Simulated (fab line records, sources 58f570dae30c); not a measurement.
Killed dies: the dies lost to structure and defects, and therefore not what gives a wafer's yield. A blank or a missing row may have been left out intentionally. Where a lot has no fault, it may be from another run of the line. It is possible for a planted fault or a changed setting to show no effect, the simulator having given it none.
Which of the tools did it? ; flow berkeley_cmos170 ; 18 wafers from 6 lots sampled at 2 of the route's 331 steps

WHAT THE GAUGES READ, wafer by wafer
UCB170_V1_THK_MEAS_01.
lot;measured;on;V1_TEOS_THK (nm)
L585;day 9 13:01;film_metro-03;1946 1968 1998
L587;day 10 06:35;film_metro-03;1998 1951 1978
L596;day 12 08:59;film_metro-02;3135 3187 1980
L602;day 12 15:26;film_metro-02;1946 1940 1981
L604;day 12 20:42;film_metro-02;1966 1943 1986
L606;day 13 19:52;film_metro-01;1979 2034 1960

TOOL THAT RAN EACH LOT (tool first, then ch and the chambers of the sampled wafers, then the start)
lot;UCB170_V1_CVD_00
L585;pecvd-02 ch 1,2, day 9 12:47
L587;pecvd-02 ch 1,2, day 10 06:25
L596;pecvd-03 ch 0,2, day 12 08:49
L602;pecvd-02 ch 1,2, day 12 15:16
L604;pecvd-02 ch 0,1, day 12 20:32
L606;pecvd-04 ch 0,1,2, day 13 19:42
- UCB170_V1_CVD_00: deposits SiO2 from TEOS/O2, target thk 2000 nm, time 250 s.

THE ANSWER, worked out from the rows above alone
Rule: the lots themselves supply what counts as usual. The widest of any qualifying gaps counts: lots, ordered by their means at a reading, are off when they make up no more than a third of the lots, leave a main group of 4 or more, and stand apart from it by 3 or more times the standard deviation of that group's means. The tables above print the reading to a certain number of digits; a main group whose means all agree to those digits is not used. Also off: a lot with no number at a reading for which 4 or more lots have one. The other lots that the step has rows for count as sound.
Off: L596, at UCB170_V1_THK_MEAS_01 (V1_TEOS_THK). The main group has a mean of 1972 nm with a standard deviation of 12.
If a tool, at a process step before that reading, ran all the lots that are off and no sound lot after the first of them, it fits. The gauges at UCB170_V1_THK_MEAS_01 are tried like those tools. One fits: pecvd-03 at UCB170_V1_CVD_00. It ran no sound lot before its first lot that is off in this sample, so the start can't be narrowed down.

WHAT THE SIMULATOR HAD PUT IN
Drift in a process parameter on pecvd-03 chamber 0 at UCB170_V1_CVD_00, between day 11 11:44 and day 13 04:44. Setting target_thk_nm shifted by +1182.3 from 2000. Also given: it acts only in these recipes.
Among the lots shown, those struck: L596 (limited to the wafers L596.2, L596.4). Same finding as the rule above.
